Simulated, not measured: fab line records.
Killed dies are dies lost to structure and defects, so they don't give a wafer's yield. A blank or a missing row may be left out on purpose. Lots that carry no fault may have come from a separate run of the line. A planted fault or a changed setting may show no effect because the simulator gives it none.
Split-lot study -- flow rit_cmos -- 23 wafers read from 5 lots, route of 202 steps

SPLIT DETAILS
At RIT_ACTIVE_OXIDATION_01 (target thk 46.8 nm, ox time 3360 s), the setting temp_c was moved away from the recipe's 1000 C on 15 of the 23 wafers read, by +1.3% to +2.7%. All remaining wafers had this setting at the recipe value.

The file shows no step between the split and the reading.

THE READING
ACTIVE_OXIDE_THK, in nm, at RIT_ACTIVE_THK_MEAS_02. Fault-free wafers of this fab line usually give 46.0 nm, standard deviation 1.1 nm.

wafer,"tool, chamber at the split","temp_c as run, C",against the recipe,"ACTIVE_OXIDE_THK, nm",against lot-mates on the recipe
L074.2,"-, -",1000,recipe,43.7,-
L074.3,"-, -",1000,recipe,45.3,-
L074.4,"-, -",1000,recipe,44.4,-
L074.5,"-, -",1000,recipe,44.5,-
L074.6,"-, -",1000,recipe,45.1,-
L075.1,"furnace-01, 0",1000,recipe,46.1,-
L075.5,"furnace-01, 0",1000,recipe,45.8,-
L075.6,"furnace-01, 0",1000,recipe,45.5,-
L077.1,"-, -",1027,+2.7%,59.1,no lot-mate on the recipe
L077.3,"-, -",1027,+2.7%,59.2,no lot-mate on the recipe
L077.4,"-, -",1027,+2.7%,59.3,no lot-mate on the recipe
L077.5,"-, -",1027,+2.7%,59.4,no lot-mate on the recipe
L077.6,"-, -",1027,+2.7%,58.5,no lot-mate on the recipe
L080.1,"-, -",1016,+1.6%,55.5,no lot-mate on the recipe
L080.2,"-, -",1016,+1.6%,55.5,no lot-mate on the recipe
L080.4,"-, -",1016,+1.6%,55.5,no lot-mate on the recipe
L080.5,"-, -",1016,+1.6%,54.9,no lot-mate on the recipe
L080.6,"-, -",1016,+1.6%,56.2,no lot-mate on the recipe
L085.2,"-, -",1013,+1.3%,52.8,no lot-mate on the recipe
L085.3,"-, -",1013,+1.3%,52.2,no lot-mate on the recipe
L085.4,"-, -",1013,+1.3%,52.0,no lot-mate on the recipe
L085.5,"-, -",1013,+1.3%,52.2,no lot-mate on the recipe
L085.6,"-, -",1013,+1.3%,51.9,no lot-mate on the recipe

FIT RESULTS
A straight line over all 23 wafers: ACTIVE_OXIDE_THK changes by +5.38 nm for each +1% of temp_c; r = +0.98; the points scatter about the line by 1 nm.
Too few moved wafers have a lot-mate on the recipe to fit a line with each lot's own level taken away.

THE WHOLE CHAIN: every reading that the file lists as answering this split, in the file's order
step,what it does,reading,change (the file's fit),r (the file's)
RIT_ACTIVE_OXIDATION_01,"target thk 46.8 nm, ox time 3360 s","SiO2_of_ACTIVE_OXIDATION_01.thk_nm (the simulator's own value, which no gauge read)",+5.39 nm for each +1% of the setting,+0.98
RIT_ACTIVE_THK_MEAS_02,,ACTIVE_OXIDE_THK,+5.39 for each +1% of the setting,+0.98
RIT_ACTIVE_ETCH_13,"etches Si3N4 in SF6, stops on SiO2, time 210 s, target depth 210 nm","SiO2_of_ACTIVE_OXIDATION_01.thk_nm (the simulator's own value, which no gauge read)",+5.05 nm for each +1% of the setting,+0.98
RIT_FOX2_WET_ETCH_03,"etches Si3N4 in H3PO4, target depth 195 nm, time 2700 s","SiO2_of_ACTIVE_OXIDATION_01.thk_nm (the simulator's own value, which no gauge read)",+4.53 nm for each +1% of the setting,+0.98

FILE'S OWN FIT
ACTIVE_OXIDE_THK changes by +5.39 nm for each +1% of temp_c, r = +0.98.
